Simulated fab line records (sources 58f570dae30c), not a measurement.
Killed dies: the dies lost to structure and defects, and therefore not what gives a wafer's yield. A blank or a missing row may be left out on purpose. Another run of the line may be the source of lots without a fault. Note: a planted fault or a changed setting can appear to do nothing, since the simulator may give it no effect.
Problem report in the 8D (eight disciplines) form, filled by code / flow berkeley cmos170 / the parts of the form that need people (team, actions taken, sign-off) are left out

== 1. WHAT WENT WRONG ==
GATE_OXIDE_THK at UCB170_GATE_THK_MEAS_02 reads a mean of 7.73 nm on 3 wafers of 1 lot; wafers without a fault read 6.61 nm with a standard deviation of 0.16. Measured from the usual mean, that is +7.0 standard deviations.
Earliest sighting: wafer L815.4 on film metro-04 at day 8 22:38. Wafers with a number at this step in the record: 39, from 13 lots. The rule behind "out" and "out of limits": a value lying over 4 standard deviations away from the usual mean. The other wafers with a number count as sound.

== 2. WHAT IT IS, AND WHAT IT ISN'T ==
question=which readings at this step | is=GATE_OXIDE_THK | is not=-
question=which lots | is=L815 | is not=L799, L800, L801, L805, L806, L807, L808, L809, L812, L813, L814, L817
question=which wafers of those lots | is=all that have a number | is not=-
question=read on which gauges | is=film metro-04 | is not=film metro-01, film metro-03
question=when | is=from day 8 22:38 | is not=up to then (33 sound wafers); but 3 sound wafers of L817 came after

== 3. SUSPECTS, AND WHAT RULES EACH OUT ==
Counting: a tool stays on the suspect list if, at a process step up to the reading, it processed all lots that are out and no sound lot following the first of them.
- the gauge at UCB170_GATE_THK_MEAS_02: kept. All the wafers that are out were read on film metro-04, and no step on other tools shows them out.
- rie diel-03 at UCB170_ZERO_ETCH_06 (etches SiO2 in CHF3/CF4/Ar, time 12 s): kept. It ran the lot that is out, L815 (day 5 02:23), and no sound lot after that; its last sound lot up to then is L814 (day 4 21:44).
- furnace-03 at UCB170_GATE_OXIDATION_01 (target thk 6.6 nm, ox time 1800 s): kept. It ran the lot that is out, L815 (day 8 21:06), and no sound lot after that; its last sound lot up to then is L812 (day 8 10:30).
rie diel-03 at UCB170_ZERO_ETCH_06, furnace-03 at UCB170_GATE_OXIDATION_01 and film metro-04 at UCB170_GATE_THK_MEAS_02 are what is left after counting.

== 4. THE CAUSE (what the simulator had put in) ==
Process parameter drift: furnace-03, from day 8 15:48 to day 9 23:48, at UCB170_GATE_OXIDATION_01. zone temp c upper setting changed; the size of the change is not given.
Counting leaves 3 suspects; this tool is one of them.

== 5. SEQUENCE OF EFFECTS, ordered by route ==
Rows list readings where the struck wafers' mean (over those with a number) sits beyond 3 standard deviations from the usual. Only readings for which the record gives a usual standard deviation are gone through. hours: the time from each lot's start at the first step in this table that gives one to its start at this step, as a median over the lots. sigmas: the change in usual standard deviations.
hours=0; step=UCB170_GATE_THK_MEAS_02; reading=GATE_OXIDE_THK; usual=6.61 nm; on struck wafers=7.73; change=+1.12; sigmas=+7.0

== 6. WHAT WOULD HAVE CAUGHT IT SOONER ==
The first out-of-limits reading at a measuring or inspecting step in this record came at day 8 22:38, 7 hours after the fault's start at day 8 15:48.
No tool reading at UCB170_GATE_OXIDATION_01 that has a usual standard deviation in the record was out on any struck wafer, so an alarm limit of 4 standard deviations on those readings would not have fired.
The start of UCB170_GATE_OXIDATION_01 on furnace-03 came by day 8 22:38 for every one of the lots that are out (1). A hold on the tool at that time would have spared none of them.
